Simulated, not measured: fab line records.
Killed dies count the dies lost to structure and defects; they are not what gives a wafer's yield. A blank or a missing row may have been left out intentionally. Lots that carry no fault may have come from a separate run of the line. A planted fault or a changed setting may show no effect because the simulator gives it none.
Comparing a struck lot with a sound one :: flow rit cmos :: 26 steps out of a route of 202
Sound: these wafers, L106.1, L106.2, L106.6. Struck: wafers L109.2, L109.4, L109.5. At the end, the cause is stated.
Per side, at each step with rows, come the tool, then ch with its chambers, and then its first start. Under that, the readings that differ: sound wafers :: struck wafers :: difference of the means :: sigmas: that difference in standard deviations of wafers without a fault.
alike: same words and numbers on both sides, and readings whose means sit less than 2 such deviations apart. not compared: any withheld reading, any reading some wafer has no value for, any bound like >300 that may hide the same value, and any number with overlapping values for which the record gives no deviation.
A row with sigmas, a row that says differs or no value, or rows on one side alone: a step with any of these is where the two part. Numbers that don't overlap but have no deviation are shown without sigmas and don't part them. A reading missing from all wafers of one side parts the sides only when that side holds two or more wafers.

first, 2 steps without rows for these wafers: RIT_REOX_CLEAN_02 (cleans in SC2, time 600 s); RIT_REOX_OXIDATION_03 (target thk 25.2 nm, ox time 5580 s).
RIT_REOX_THK_MEAS_04:
  sound: film metro-04 at day 5 05:59; struck: film metro-03 at day 5 19:31
  alike: REOX_OXIDE_THK
then, 6 steps without rows for these wafers: RIT_NLDD_HMDS_00 (prime time 60 s); RIT_NLDD_COAT_01 (resist thk 1000 nm); RIT_NLDD_SOFTBAKE_02 (time 60 s); RIT_NLDD_EXPOSE_03 (exposes mask M7, target cd 40700 nm); RIT_NLDD_PEB_04; RIT_NLDD_DEVELOP_05 (develop time 50 s).
RIT_NLDD_OVL_MEAS_06:
  sound: overlay-01 at day 5 07:01; struck: overlay-02 at day 5 20:25
reading: NLDD_OVL (nm)
sound: -1.1 -1.0 -1.7
struck: 1.2 2.7 2.0
difference: +3.2
sigmas: +2
then, 2 steps without rows for these wafers: RIT_NLDD_HARDBAKE_07 (time 60 s); RIT_NLDD_IMPLANT_08.
RIT_NLDD_STRIP_09: strips in O2, time 180 s.
  sound on plasma asher-02 ch 0,1, day 5 07:22; struck on plasma asher-01 ch 0,1, day 5 20:47
  no value came back on the struck wafers for chamber pressure mTorr (mTorr), drypump motor current A (A), time s (s); on the sound wafers chamber pressure mTorr (mTorr) reads 4003 3994 3997
reading: model.NOVOLAK_of_NLDD_COAT_01.thk nm (nm)
sound: 0 0 0
struck: 884.3 883.3 881.6
difference: +883.1
sigmas: 
  not compared: rf hours counter h
RIT_NLDD_TW_MEAS_10:
  sound: film metro-01 at day 5 07:32; struck: film metro-01 at day 5 20:59
  alike: NLDD_TW
then, 6 steps without rows for these wafers: RIT_PLDD_HMDS_00 (prime time 60 s); RIT_PLDD_COAT_01 (resist thk 1000 nm); RIT_PLDD_SOFTBAKE_02 (time 60 s); RIT_PLDD_EXPOSE_03 (exposes mask M8, target cd 40900 nm); RIT_PLDD_PEB_04; RIT_PLDD_DEVELOP_05 (develop time 50 s).
RIT_PLDD_OVL_MEAS_06:
  sound: overlay-01 at day 5 08:34; struck: overlay-01 at day 5 22:01
  alike: PLDD_OVL
then, 2 steps without rows for these wafers: RIT_PLDD_HARDBAKE_07 (time 60 s); RIT_PLDD_IMPLANT_08.
RIT_PLDD_STRIP_09: strips in O2, time 180 s.
  sound on plasma asher-03 ch 0,1, day 5 08:54; struck on plasma asher-03 ch 1, day 5 22:20
  alike: chamber pressure mTorr, drypump motor current A
  not compared: rf hours counter h
RIT_PLDD_TW_MEAS_10:
  sound: film metro-04 at day 5 09:05; struck: film metro-04 at day 5 22:31
reading: PLDD_TW
sound: 2338 2344 2335
struck: 30 30 30
difference: -2309
sigmas: -99 or more
then, 1 step without rows for these wafers: RIT_SPACER_CLEAN_00 (cleans in SC1, time 600 s).

WHERE THEY PART
Earliest at RIT_NLDD_OVL_MEAS_06; latest, in this record, at RIT_PLDD_TW_MEAS_10.

WHY: whatever the simulator had introduced
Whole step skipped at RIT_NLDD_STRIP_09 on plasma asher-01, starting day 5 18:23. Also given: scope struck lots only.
